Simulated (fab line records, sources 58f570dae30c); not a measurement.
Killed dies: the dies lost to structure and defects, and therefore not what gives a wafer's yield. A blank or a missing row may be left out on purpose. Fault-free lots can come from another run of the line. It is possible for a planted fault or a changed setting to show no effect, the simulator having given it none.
Comparing a struck lot with a sound one / flow berkeleyCmos170 / 44 steps out of a route of 331
Sound: wafers L312.4, L312.5, L312.6. The struck wafers were L322.3, L322.4, L322.6. Last of all comes the cause.
For every step that has rows: the tool of each side, followed by ch and its chambers, followed by its first start. Under that, the readings that differ: sound wafers / struck wafers / difference of the means / sigmas: that difference in standard deviations of wafers without a fault.
alike: readings whose means differ by less than 2 such deviations, and words and numbers that are the same on both sides. not compared: withheld readings, readings that some wafer has no value for, bounds like >300 that may hide the same value, and numbers for which the record gives no deviation and whose values overlap.
Wherever a step has rows on one side only, a row that says differs or no value, or a row with sigmas, the two part there. Numbers that have no deviation but don't overlap get no sigmas and don't part them. A reading missing from all wafers of one side parts the sides only when that side holds two or more wafers.

first, 3 steps without rows for these wafers: UCB170_PVT_EXPOSE_03 (exposes mask NWELL, target cd 3000 nm); UCB170_PVT_PEB_04; UCB170_PVT_DEVELOP_05 (develop time 45 s).
UCB170_PVT_OVL_MEAS_06:
  struck on overlay-01, day 9 03:31; sound on overlay-01, day 5 23:49
  alike: PVT_OVL
then, 1 step without rows for these wafers: UCB170_PVT_IMPLANT_07.
UCB170_PVT_STRIP_08: strips in O2.
  sound on plasmaAsher-02 ch 0,1, day 6 00:01; struck on plasmaAsher-02 ch 0,1, day 9 03:44
  alike: drypumpMotorCurrentA, o2FlowSccm, oesProductAu, stripTimeToEndpointS
  not compared: rfHoursCounterH
UCB170_PVT_TW_MEAS_09:
  struck on filmMetro-01, day 9 03:49; sound on filmMetro-03, day 6 00:11
  alike: PVT_TW
then, 1 step without rows for these wafers: UCB170_GATE_WET_ETCH_00 (etches SiO2 in dHF, time 200 s).
UCB170_FIELD_THK_MEAS_91:
  struck on filmMetro-01, day 9 06:17; sound on filmMetro-03, day 6 00:25
  alike: FIELD_OXIDE_LEFT_2_THK
then, 1 step without rows for these wafers: UCB170_GATE_OXIDATION_01 (target thk 6.6 nm, ox time 1800 s).
UCB170_GATE_THK_MEAS_02:
  struck on filmMetro-04, day 9 12:11; sound on filmMetro-03, day 6 05:56
  alike: GATE_OXIDE_THK
then, 1 step without rows for these wafers: UCB170_GATE_ANNEAL_03 (time 1800 s).
UCB170_GATE_CVD_04: deposits poly-Si from SiH4, time 1440 s, target thk 214 nm.
  sound on lpcvd-01 ch 0, day 6 12:40; struck on lpcvd-01 ch 0, day 9 16:38
reading=sih4FlowSccm (sccm); sound=119.8 120.1 120.4; struck=60.4 59.7 59.4; difference=-60.3; sigmas=-99 or more
reading=model.poly-Si_of_GATE_CVD_04.thkNm (nm); sound=214.4 211.9 215; struck=108 107.6 104.4; difference=-107; sigmas=
  alike: zonePowerSourcePct
UCB170_GATE_THK_MEAS_05:
  struck on filmMetro-03, day 9 18:04; sound on filmMetro-04, day 6 14:09
reading=GATE_POLY_THK (nm); sound=214.6 211.8 214.8; struck=107.9 107.5 104.5; difference=-107.1; sigmas=-54
then, 6 steps without rows for these wafers: UCB170_GATE_COAT_06; UCB170_GATE_COAT_07 (resist thk 900 nm); UCB170_GATE_SOFTBAKE_08 (time 60 s); UCB170_GATE_EXPOSE_09 (exposes mask POLY, target cd 350 nm); UCB170_GATE_PEB_10; UCB170_GATE_DEVELOP_11 (develop time 45 s).
UCB170_GATE_CD_MEAS_12: the cd target is 350 nm.
  struck on cdSem-01, day 9 19:19; sound on cdSem-01, day 6 16:07
  alike: cdNm
UCB170_GATE_OVL_MEAS_13:
  struck on overlay-02, day 9 19:24; sound on overlay-02, day 6 16:12
  alike: GATE_OVL
UCB170_GATE_ETCH_14: etches BARC in N2/H2.
  sound on rieDiel-04 ch 0,1,2, day 6 16:14; struck on rieDiel-04 ch 1,2, day 9 19:26
  alike: drypumpMotorCurrentA, oesProductAu, throttleValvePct
UCB170_GATE_ETCH_15: etches poly-Si in HBr/Cl2, stops on SiO2, time 56.3 s, target depth 278.2 nm.
  sound on rieSi-02 ch 0,2,3, day 6 16:16; struck on rieSi-02 ch 1,3, day 9 19:28
reading=oesProductAu (a.u.); sound=0.830 0.838 0.849; struck=0.562 0.554 0.553; difference=-0.283; sigmas=-32
reading=model.GATE.featureDepthNm (nm); sound=214.4 211.9 215; struck=108 107.6 104.4; difference=-107; sigmas=
reading=model.etch.depthNm (nm); sound=214.4 211.9 215; struck=108 107.6 104.4; difference=-107; sigmas=
  alike: drypumpMotorCurrentA, throttleValvePct
  not compared: rfHoursCounterH
UCB170_GATE_STRIP_16: strips in O2.
  sound on plasmaAsher-01 ch 0,1, day 6 16:20; struck on plasmaAsher-03 ch 0,1, day 9 19:33
  alike: drypumpMotorCurrentA, o2FlowSccm, oesProductAu
  not compared: rfHoursCounterH
UCB170_GATE_CD_MEAS_90: the cd target is 350 nm.
  struck on cdSem-01, day 9 19:40; sound on cdSem-01, day 6 16:30
  alike: cdNm
then, 7 steps without rows for these wafers: UCB170_GATE_CLEAN_17 (cleans in SPM, time 600 s); UCB170_PLDD_HMDS_00 (prime time 60 s); UCB170_PLDD_COAT_01 (resist thk 900 nm); UCB170_PLDD_SOFTBAKE_02 (time 60 s); UCB170_PLDD_EXPOSE_03 (exposes mask PSELECT, target cd 1200 nm); UCB170_PLDD_PEB_04; UCB170_PLDD_DEVELOP_05 (develop time 45 s).
UCB170_PLDD_CD_MEAS_06: the cd target is 1200 nm.
  struck on cdSem-02, day 9 21:26; sound on cdSem-02, day 6 17:52
  alike: cdNm
UCB170_PLDD_OVL_MEAS_07:
  struck on overlay-01, day 9 21:32; sound on overlay-01, day 6 17:56
  alike: PLDD_OVL
then, 2 steps without rows for these wafers: UCB170_PLDD_IMPLANT_08; UCB170_PLDD_IMPLANT_09.
UCB170_PLDD_STRIP_10: strips in O2.
  sound on plasmaAsher-01 ch 0,1, day 6 18:17; struck on plasmaAsher-01 ch 0,1, day 9 21:53
  alike: drypumpMotorCurrentA, o2FlowSccm, oesProductAu, stripTimeToEndpointS
  not compared: rfHoursCounterH
UCB170_PLDD_TW_MEAS_11:
  struck on filmMetro-01, day 9 21:59; sound on filmMetro-04, day 6 18:23
  alike: PLDD_TW
then, 3 steps without rows for these wafers: UCB170_PLDD_CLEAN_12 (cleans in SPM, time 600 s); UCB170_NLDD_HMDS_00 (prime time 60 s); UCB170_NLDD_COAT_01 (resist thk 900 nm).
UCB170_SILICIDE_PRE_CLEAN_00: preclean etch time 60 s.
  struck on pvdSputter-02, day 10 12:40; sound on pvdSputter-04, day 7 11:48
reading=model.poly-Si_of_GATE_CVD_04.thkNm (nm); sound=207.6 205 208.2; struck=101.1 100.6 97.52; difference=-107.2; sigmas=
UCB170_M3_PROBE_99:
  the record has rows for the struck wafers here (prober-02, day 11 07:51) and none for the sound ones

## WHERE THEY PART
Earliest at UCB170_GATE_CVD_04; latest, in this record, at UCB170_M3_PROBE_99.

WHY: the cause the simulator had injected
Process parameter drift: lpcvd-01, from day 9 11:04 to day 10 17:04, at UCB170_GATE_CVD_04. Setting sih4FlowSccm, moved by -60, from 120. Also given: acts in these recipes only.
